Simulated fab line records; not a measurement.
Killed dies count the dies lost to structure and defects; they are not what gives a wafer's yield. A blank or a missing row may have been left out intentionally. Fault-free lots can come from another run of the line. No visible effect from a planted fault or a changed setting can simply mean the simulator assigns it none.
Lot-split experiment | flow rit cmos | on a route of 202 steps: 5 lots, 23 wafers read

== ON THE SPLIT ==
At RIT_PRETRO_COAT_01 (resist thk 1300 nm), the setting resist thk nm was moved away from the recipe's 1300 nm on 9 of the 23 wafers read, by +4.0% to +5.9%. This setting was run at the recipe's value on the other wafers.

== FROM THE SPLIT TO THE READING: what the file shows between them, 3 steps ==
- RIT_PRETRO_SOFTBAKE_02: time 60 s
- RIT_PRETRO_EXPOSE_03: exposes mask M5, target cd 43700 nm
- RIT_PRETRO_DEVELOP_05: develop time 68 s

== THE READING ==
NOVOLAK_of_PRETRO_COAT_01.thk nm (the simulator's own value, which no gauge read), in nm, at RIT_PRETRO_HARDBAKE_07 (time 120 s). There is no usual value for it anywhere in the file. Across the 14 wafers here that went through the recipe, the average is 1136 nm and the standard deviation 2.4 nm.

wafer  | tool, chamber at the split | resist thk nm as run, nm | against the recipe | NOVOLAK_of_PRETRO_COAT_01.thk nm, nm | against lot-mates on the recipe
L076.1 | litho track-01, 0          | 1361                     | +4.7%              | 1188                                 | +49
L076.2 | litho track-01, 0          | 1300                     | recipe             | 1136                                 | -
L076.3 | litho track-01, 0          | 1300                     | recipe             | 1141                                 | -
L076.5 | litho track-01, 0          | 1300                     | recipe             | 1139                                 | -
L076.6 | litho track-01, 0          | 1361                     | +4.7%              | 1191                                 | +52
L078.1 | litho track-04, 0          | 1352                     | +4.0%              | 1182                                 | +45
L078.2 | litho track-04, 0          | 1300                     | recipe             | 1134                                 | -
L078.3 | litho track-04, 0          | 1300                     | recipe             | 1138                                 | -
L078.5 | litho track-04, 0          | 1352                     | +4.0%              | 1180                                 | +43
L078.6 | litho track-04, 0          | 1300                     | recipe             | 1140                                 | -
L079.1 | litho track-02, 0          | 1377                     | +5.9%              | 1201                                 | +66
L079.3 | litho track-02, 0          | 1377                     | +5.9%              | 1205                                 | +70
L079.4 | litho track-02, 0          | 1300                     | recipe             | 1133                                 | -
L079.5 | litho track-02, 0          | 1300                     | recipe             | 1136                                 | -
L079.6 | litho track-02, 0          | 1377                     | +5.9%              | 1203                                 | +68
L084.2 | litho track-01, 0          | 1300                     | recipe             | 1135                                 | -
L084.4 | litho track-01, 0          | 1300                     | recipe             | 1137                                 | -
L084.5 | litho track-01, 0          | 1300                     | recipe             | 1137                                 | -
L085.1 | litho track-04, 0          | 1300                     | recipe             | 1133                                 | -
L085.2 | litho track-04, 0          | 1300                     | recipe             | 1134                                 | -
L085.3 | litho track-04, 0          | 1300                     | recipe             | 1138                                 | -
L085.4 | litho track-04, 0          | 1366                     | +5.1%              | 1190                                 | +55
L085.5 | litho track-04, 0          | 1366                     | +5.1%              | 1192                                 | +57

FIT RESULTS
A straight line over all 23 wafers: NOVOLAK_of_PRETRO_COAT_01.thk nm changes by +11.1 nm for each +1% of resist thk nm; r = +1.00; the points scatter about the line by 2.3 nm.
The same after taking each lot's own level away (the mean of its wafers on the recipe; 23 wafers): +11.2 nm for each +1%; r = +1.00; scatter 2.1 nm.
On that fit, the largest move of resist thk nm shifts the reading by 67 nm.
Measured against the standard deviation above, the lots' own levels, which go from 1134.5 to 1138.7 nm, span 1.7 times it.
Consequently the slope shifts little with the lot-to-lot level, the two slopes agreeing.
Check: with one of the wafers moved furthest among these (+5.9%) left out of the fit, the line predicts +66.5 nm for it against its lot-mates. Against them it came out at +66.5 nm.

== OTHER SPLITS APPLIED TO THESE WAFERS ==
Other splits were also applied to these wafers ahead of the reading. Each is held against what the fit with the lots' levels taken away leaves over:
other split on the same wafers   | wafers away from the commonest value | r with NOVOLAK_of_PRETRO_COAT_01.thk nm (lot level and that fit taken away)
RIT_ACTIVE_OXIDATION_01 temp c   | 18                                   | +0.05
RIT_FOX2_OXIDATION_00 temp c     | 15                                   | -0.24
RIT_NRETRO_SOFTBAKE_02 temp c    | 9                                    | +0.32
RIT_NRETRO_IMPLANT_08 energy kev | 6                                    | -0.21

== THE WHOLE CHAIN: every reading that the file lists as answering this split, in the file's order ==
step                   | what it does       | reading                                                                           | change (the file's fit)              | r (the file's)
RIT_PRETRO_COAT_01     | resist thk 1300 nm | NOVOLAK_of_PRETRO_COAT_01.thk nm (the simulator's own value, which no gauge read) | +12.9 nm for each +1% of the setting | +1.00
RIT_PRETRO_HARDBAKE_07 | time 120 s         | NOVOLAK_of_PRETRO_COAT_01.thk nm (the simulator's own value, which no gauge read) | +11.1 nm for each +1% of the setting | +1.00

== THE FILE'S OWN FIT ==
NOVOLAK_of_PRETRO_COAT_01.thk nm changes by +11.1 nm for each +1% of resist thk nm, r = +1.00.
